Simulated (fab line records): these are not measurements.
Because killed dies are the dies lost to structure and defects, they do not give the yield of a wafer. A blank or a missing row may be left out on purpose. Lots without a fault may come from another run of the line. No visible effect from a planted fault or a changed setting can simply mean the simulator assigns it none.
Which tool is to blame?    flow berkeleyCmos170    7 lots with 21 wafers sampled at 4 steps, on a route of 331 steps

## WHAT EACH GAUGE READ, for each wafer
UCB170_M3_RS_MEAS_02: measures by four-point-probe.
lot   measured      on            M3_AL_RS (ohm/sq)
L808  day 9 03:07   filmMetro-03  0.03201 0.0323 0.03179
L811  day 9 13:31   filmMetro-03  0.03234 0.03187 0.0322
L814  day 10 19:44  filmMetro-01  0.0323 0.03206 0.03203
L816  day 10 20:19  filmMetro-02  0.03229 0.03211 0.03255
L824  day 12 16:58  filmMetro-03  0.03192 0.03201 0.03182
L826  day 13 09:32  filmMetro-02  0.03207 0.03234 0.03223
L828  day 14 03:43  filmMetro-03  0.03245 0.03251 0.03211

## TOOL THAT RAN EACH LOT (tool first, then ch and the chambers of the sampled wafers, then the start)
lot   UCB170_M1_STRIP_13                   UCB170_V1_CVD_00                 UCB170_M3_SPUTTER_01
L808  plasmaAsher-03 ch 0,1, day 8 15:59   pecvd-04 ch 0,1,2, day 8 17:48   pvdSputter-02, day 9 02:58
L811  plasmaAsher-03 ch 0,1, day 9 04:04   pecvd-04 ch 1,2, day 9 05:53     pvdSputter-02, day 9 13:25
L814  plasmaAsher-04 ch 0,1, day 10 05:26  pecvd-03 ch 0,1,2, day 10 07:47  pvdSputter-04, day 10 19:36
L816  plasmaAsher-04 ch 0,1, day 10 07:44  pecvd-04 ch 1,2, day 10 10:28    pvdSputter-01, day 10 20:12
L824  plasmaAsher-03 ch 0,1, day 12 03:56  pecvd-03 ch 0,2, day 12 05:48    pvdSputter-04, day 12 16:53
L826  plasmaAsher-03 ch 0,1, day 12 23:45  pecvd-01 ch 0,1,2, day 13 01:19  pvdSputter-04, day 13 09:26
L828  plasmaAsher-02 ch 0,1, day 13 15:38  pecvd-04 ch 0,1, day 13 17:48    pvdSputter-04, day 14 03:37
- UCB170_M1_STRIP_13: strips in O2.
- UCB170_V1_CVD_00: deposits SiO2 from TEOS/O2, target thk 2000 nm, time 250 s.
- UCB170_M3_SPUTTER_01: material Al, target thk 900 nm, time 120 s.

## THE ANSWER, worked out from the rows above alone
Rule: usual is defined by the lots themselves. The widest of any qualifying gaps counts: lots, ordered by their means at a reading, are off when they make up no more than a third of the lots, leave a main group of 4 or more, and stand apart from it by 3 or more times the standard deviation of that group's means. Not used: any main group whose means are identical at the precision the tables above print for the reading. Also off: a lot with no number at a reading for which 4 or more lots have one. Any other lot the step has rows for is counted as sound.
Nothing can be told from this: no lot is off at any reading shown.

## WHAT HAD BEEN PUT IN BY THE SIMULATOR
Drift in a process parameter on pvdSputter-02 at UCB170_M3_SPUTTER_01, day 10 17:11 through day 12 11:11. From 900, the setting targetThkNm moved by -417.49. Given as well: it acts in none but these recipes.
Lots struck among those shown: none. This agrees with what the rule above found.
